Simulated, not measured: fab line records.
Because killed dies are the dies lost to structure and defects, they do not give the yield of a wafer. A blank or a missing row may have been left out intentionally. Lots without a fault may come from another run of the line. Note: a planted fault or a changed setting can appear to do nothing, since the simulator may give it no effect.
fab line records	flow rit_cmos
record lots=5	wafers=27
route steps=202 shown M1@184
start_h: hours from the record's first day to the start of the lot's first wafer shown	wait_h: hours from the lot's prior step to this one	" unchanged from the row above	L1.1+2: several wafers, shown together as one row	- no value, or no start given	* or withheld: withheld	< > ~ a bound
route shown NAME@n: NAME is a module with steps in the file, n the number in the route of the first one	usual: average and standard deviation across the fault-free wafers	same: alike in all rows	chamber/n: place in a boat	sites: the reading at each site	_std_site: the standard deviation of these	_edge_site: mean of outer sites minus mean of inner sites	radius_mm: how far each site lies from the wafer's centre	mask NAME#n: copy n	behind: tool/chamber where the wafer was last shaped	hold: what put the lot on hold/how long, in hours/how the hold closed	device: which transistor (n, p or np) failed to switch	end of line: at the end of the route, the tests of the same wafers	for a step that has no rows: nothing shown but its recipe	killed: dies that structure and defects cost at the first sort, which is not the same as the wafer's yield	map: shows each die of a wafer: x if killed, . if not, _ if none is there
set.NAME: the setting as run; set.NAME@STEP: as run at that earlier step	model.NAME: the simulator's own value behind a step, which no gauge read
lots whose settings were changed on purpose; a table a step, a row a wafer
## steps
# step RIT_M1_SPUTTER_00
# recipe material=Al	target_thk_nm=400	power_w=2000	chamber_pressure_pa=0.4	gas=Ar	time_s=500	substrate_temp_c=25
lot.wafer	tool	chamber	start_h	wait_h	set.time_s	model.Al_of_M1_SPUTTER_00.thk_nm
L076.4	pvd_sputter-01	-	62.43	0.0	500	402.7
L076.5	"	-	"	"	500	401.6
L076.6	"	-	"	"	500	398.2
L077.1	pvd_sputter-03	-	68.51	0.0	258.2	207.3
L077.2	"	-	"	"	258.2	207.2
L077.3	"	-	"	"	500	405.5
L077.4	"	-	"	"	500	400.5
L077.5	"	-	"	"	258.2	206.4
L077.6	"	-	"	"	500	400.7
L080.1	pvd_sputter-01	-	82.63	0.0	500	399.5
L080.2	"	-	"	"	500	400.9
L080.3	"	-	"	"	500	400.6
L080.4	"	-	"	"	353.8	281.6
L080.5	"	-	"	"	353.8	282.4
L080.6	"	-	"	"	353.8	285.4
L081.1	pvd_sputter-03	-	88.29	0.0	500	389.2
L081.2	"	-	"	"	716.7	566.5
L081.3	"	-	"	"	716.7	566.4
L081.4	"	-	"	"	500	387.9
L081.5	"	-	"	"	716.7	569
L081.6	"	-	"	"	500	390.5
L084.1	pvd_sputter-01	-	102.47	0.0	244.8	198.1
L084.2	"	-	"	"	244.8	198.5
L084.3	"	-	"	"	244.8	195.3
L084.4	"	-	"	"	500	402.5
L084.5	"	-	"	"	500	404
L084.6	"	-	"	"	500	401
# step RIT_M1_RS_MEAS_01
# recipe thk_meas_gauge=four-point-probe	reads=Al_of_M1_SPUTTER_00
# usual M1_AL_RS=0.0737/0.00076
lot.wafer	tool	chamber	start_h	wait_h	set.time_s@M1_SPUTTER_00	M1_AL_RS[ohm/sq]
L076.4	film_metro-03	-	62.79	0.2	500	0.0729
L076.5	"	-	"	"	500	0.0732
L076.6	"	-	"	"	500	0.0738
L077.1	film_metro-03	-	68.80	0.1	258.2	0.1459
L077.2	"	-	"	"	258.2	0.1458
L077.3	"	-	"	"	500	0.0725
L077.4	"	-	"	"	500	0.0735
L077.5	"	-	"	"	258.2	0.1467
L077.6	"	-	"	"	500	0.0734
L080.1	film_metro-02	-	82.92	0.1	500	0.0734
L080.2	"	-	"	"	500	0.0731
L080.3	"	-	"	"	500	0.0733
L080.4	"	-	"	"	353.8	0.1051
L080.5	"	-	"	"	353.8	0.1047
L080.6	"	-	"	"	353.8	0.1038
L081.1	film_metro-03	-	88.59	0.1	500	0.0757
L081.2	"	-	"	"	716.7	0.0516
L081.3	"	-	"	"	716.7	0.0516
L081.4	"	-	"	"	500	0.0758
L081.5	"	-	"	"	716.7	0.0514
L081.6	"	-	"	"	500	0.0752
L084.1	film_metro-02	-	102.76	0.1	244.8	0.1526
L084.2	"	-	"	"	244.8	0.1523
L084.3	"	-	"	"	244.8	0.1552
L084.4	"	-	"	"	500	0.0728
L084.5	"	-	"	"	500	0.0724
L084.6	"	-	"	"	500	0.0731
# step RIT_M1_THK_MEAS_02
# recipe thk_meas_gauge=xrf	reads=Al_of_M1_SPUTTER_00
# usual M1_AL_THK=397/3.9
lot.wafer	tool	chamber	start_h	wait_h	set.time_s@M1_SPUTTER_00	M1_AL_THK[nm]
L076.4	film_metro-03	-	62.88	0.1	500	401
L076.5	"	-	"	"	500	400
L076.6	"	-	"	"	500	397
L077.1	film_metro-03	-	68.92	0.1	258.2	206
L077.2	"	-	"	"	258.2	206
L077.3	"	-	"	"	500	404
L077.4	"	-	"	"	500	398
L077.5	"	-	"	"	258.2	207
L077.6	"	-	"	"	500	399
L080.1	film_metro-02	-	83.04	0.1	500	396
L080.2	"	-	"	"	500	398
L080.3	"	-	"	"	500	398
L080.4	"	-	"	"	353.8	281
L080.5	"	-	"	"	353.8	280
L080.6	"	-	"	"	353.8	284
L081.1	film_metro-03	-	88.71	0.1	500	389
L081.2	"	-	"	"	716.7	569
L081.3	"	-	"	"	716.7	567
L081.4	"	-	"	"	500	388
L081.5	"	-	"	"	716.7	570
L081.6	"	-	"	"	500	392
L084.1	film_metro-02	-	102.88	0.1	244.8	197
L084.2	"	-	"	"	244.8	199
L084.3	"	-	"	"	244.8	194
L084.4	"	-	"	"	500	401
L084.5	"	-	"	"	500	403
L084.6	"	-	"	"	500	398
# step RIT_M1_HMDS_03
# recipe prime_time_s=60	prime_temp_c=140
# step RIT_M1_COAT_04
# recipe resist=NOVOLAK	spin_rpm=2000	resist_thk_nm=1300
# step RIT_M1_HARDBAKE_11
# recipe resist=NOVOLAK	temp_c=140	time_s=120
# step RIT_M1_METAL_ETCH_12
# recipe stop_on=SiO2	chemistry=Cl2/BCl3	target=Al	time_s=165	over_etch_frac=0.5	pressure_mtorr=100	target_depth_a=6000	rf_w=250	Cl2_flow_sccm=60	bcl3_flow_sccm=50
# usual oes_product_au=0.769/0.012
lot.wafer	tool	chamber	start_h	wait_h	set.time_s@M1_SPUTTER_00	oes_product_au
L076.4	rie_metal-03	1	64.37	0.1	500	0.754
L076.5	"	1	"	"	500	0.757
L076.6	"	0	"	"	500	0.781
L077.1	rie_metal-01	0	70.39	0.2	258.2	0.563
L077.2	"	1	"	"	258.2	0.561
L077.3	"	1	"	"	500	0.787
L077.4	"	0	"	"	500	0.781
L077.5	"	0	"	"	258.2	0.559
L077.6	"	1	"	"	500	0.773
L080.1	rie_metal-01	0	84.51	0.2	500	0.775
L080.2	"	1	"	"	500	0.766
L080.3	"	0	"	"	500	0.777
L080.4	"	1	"	"	353.8	0.651
L080.5	"	0	"	"	353.8	0.648
L080.6	"	1	"	"	353.8	0.647
L081.1	rie_metal-04	1	90.05	0.2	500	0.741
L081.2	"	0	"	"	716.7	0.955
L081.3	"	1	"	"	716.7	0.934
L081.4	"	0	"	"	500	0.761
L081.5	"	1	"	"	716.7	0.941
L081.6	"	0	"	"	500	0.766
L084.1	rie_metal-04	1	104.36	0.2	244.8	0.546
L084.2	"	0	"	"	244.8	0.550
L084.3	"	0	"	"	244.8	0.546
L084.4	"	1	"	"	500	0.765
L084.5	"	1	"	"	500	0.759
L084.6	"	0	"	"	500	0.781
# step RIT_M1_STRIP_13
# recipe chemistry=nmp	resist=NOVOLAK	temp_c=80	time_s=600	dry=n2_spin
# step RIT_M1_STRIP_14
# recipe chemistry=O2	time_s=180	platen_temp_c=withheld	power_w=500	pressure_mtorr=4000	o2_flow_sccm=4000
# step RIT_M1_ANNEAL_15
# recipe temp_c=450	time_s=1800	ambient=forming_gas_H2N2
# step RIT_M1_PROBE_99
lot.wafer	tool	chamber	start_h	wait_h	set.target_depth_a@SPACER_ETCHBACK_05	set.time_s@SDANNEAL_RTA_03	model.etest.pmos_turned.r_on_ohm_um	model.etest.pwell_pinched.rs_ohm_sq	model.etest.nwell_pinched.rs_ohm_sq
L076.4	prober-01	-	66.74	0.2	2500	5	3431	459.4	334.9
L076.5	prober-01	-	66.79	0.2	2500	5	3375	448.9	333.5
L076.6	prober-01	-	66.84	0.2	2500	5	3413	455.2	337.9
L077.1	prober-02	-	72.66	0.1	3605	5	-	557.5	409.8
L077.2	prober-02	-	72.71	0.1	2500	6.695	3070	470.6	339.5
L077.4	prober-02	-	72.81	0.2	2500	6.695	3091	461.7	341.2
L077.5	prober-02	-	72.86	0.2	2500	5	3539	467.8	335.7
L077.6	prober-02	-	72.91	0.2	3605	5	-	555.2	411.2
L080.1	prober-01	-	86.97	0.1	2500	5	3374	461.6	338.2
L080.2	prober-01	-	87.02	0.1	2500	5	3416	459	342.7
L080.3+4+5	prober-01	-	87.07	0.2	1725	5	-	-	-
L080.6	prober-01	-	87.22	0.2	2500	5	3350	462.5	337
L081.1	prober-02	-	93.58	0.1	2890	5	3604	479.8	355.1
L081.2	prober-02	-	93.63	0.1	2500	6.452	3277	460.2	339.6
L081.3	prober-02	-	93.68	0.2	2500	6.452	3260	452	335.5
L081.4	prober-02	-	93.73	0.2	2500	5	3503	458.9	341.3
L081.5	prober-02	-	93.78	0.2	2890	5	3918	494.3	362.1
L081.6	prober-02	-	93.83	0.2	2890	6.452	3499	488.8	360.9
L084.1	prober-01	-	106.61	0.1	2500	3.952	3783	455.2	338.9
L084.2	prober-01	-	106.66	0.1	2500	5	3492	454.4	342.5
L084.3	prober-01	-	106.71	0.2	2500	5	3490	452.9	338.6
L084.4	prober-01	-	106.76	0.2	2500	5	3417	463.8	343.2
L084.5	prober-01	-	106.81	0.2	2500	3.952	3728	449.8	337.9
L084.6	prober-01	-	106.86	0.2	2500	3.952	3698	452.7	338.7
# killed by level:class
L076.4 GATE:geometric_particle:open=3 GATE:geometric_particle:short=3 SPACER:geometric_particle:open=2 SILICIDE:geometric_particle:short=2 FOX2:geometric_particle:open=1 SPACER:geometric_particle:short=1 CONTACT:geometric_particle:short=1
L076.5 GATE:geometric_particle:short=3 SPACER:geometric_particle:open=3 GATE:geometric_particle:open=1 REOX:geometric_particle:open=1 SPACER:geometric_particle:short=1 SILICIDE:geometric_particle:short=1
L076.6 GATE:geometric_particle:open=4 GATE:geometric_particle:short=3 FOX2:geometric_particle:open=1
## key
split step=RIT_M1_SPUTTER_00	setting=time_s	stated=500	by=wafer
response step=RIT_M1_SPUTTER_00	reading=model.Al_of_M1_SPUTTER_00.thk_nm	change=+4.05	per=1%	r=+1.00
response step=RIT_M1_RS_MEAS_01	reading=M1_AL_RS	change=-0.00125	per=1%	r=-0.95
response step=RIT_M1_THK_MEAS_02	reading=M1_AL_THK	change=+4.03	per=1%	r=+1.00
response step=RIT_M1_METAL_ETCH_12	reading=oes_product_au	change=+0.00438	per=1%	r=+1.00
split outside_this_file step=RIT_SPACER_ETCHBACK_05 setting=target_depth_a
split outside_this_file step=RIT_SDANNEAL_RTA_03 setting=time_s
# split outside_this_file: this setting was split too, and the file shows its column; the key of that split is in another file
